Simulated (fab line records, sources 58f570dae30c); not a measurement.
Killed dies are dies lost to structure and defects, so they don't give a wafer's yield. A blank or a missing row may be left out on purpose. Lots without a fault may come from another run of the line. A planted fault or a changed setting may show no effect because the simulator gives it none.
Chamber matching | flow berkeley_cmos170 | UCB170_V1_CMP_02 on cmp-02: 4 sister chambers
The step polishes SiO2. 7 wafers are shown with their chamber, then 7 later ones without.

WAFERS WITH THEIR CHAMBER
wafer  | chamber | motor_current_A (A) | platen_rpm (rpm)
L344.1 | 3       | 15.0                | 60.00
L353.3 | 0       | 13.2                | 60.01
L358.1 | 3       | 14.4                | 59.99
L358.4 | 2       | 18.1                | 60.06
L358.5 | 1       | 17.7                | 60.05
L357.1 | 2       | 16.9                | 59.93
L357.2 | 1       | 18.2                | 60.00

WAFERS WITHOUT THEIR CHAMBER
wafer  | motor_current_A (A) | platen_rpm (rpm)
L357.3 | 13.3                | 59.97
L364.2 | 17.8                | 60.01
L364.4 | 14.1                | 60.05
L364.5 | 17.7                | 59.98
L362.1 | 16.7                | 60.01
L362.2 | 14.6                | 60.00
L362.4 | 12.8                | 60.02

WHICH CHAMBER EACH WENT THROUGH
wafer  | from the rows above     | in truth
L357.3 | can't be placed: 0 or 3 | 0
L364.2 | can't be placed: 1 or 2 | 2
L364.4 | can't be placed: 3 or 0 | 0
L364.5 | can't be placed: 2 or 1 | 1
L362.1 | can't be placed: 2 or 1 | 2
L362.2 | 3                       | 3
L362.4 | 0                       | 0
Placed correctly: 2 of 7. Can't be placed from these rows: 5 (the true chamber is among the candidates in 5). Placed wrongly: 0.
How it was worked out, from the rows above alone: a wafer's distance from a chamber is the root of the sum, over the readings, of the square of ((its reading less the chamber's mean) divided by the reading's scatter). The wafer belongs to the nearest chamber; if the next one is less than 2 further off, it can't be placed. A chamber's mean is the mean of its shown wafers. The scatter: the root of (the sum of the squares of (reading less its chamber's mean) over the shown wafers, divided by (wafers less chambers)).
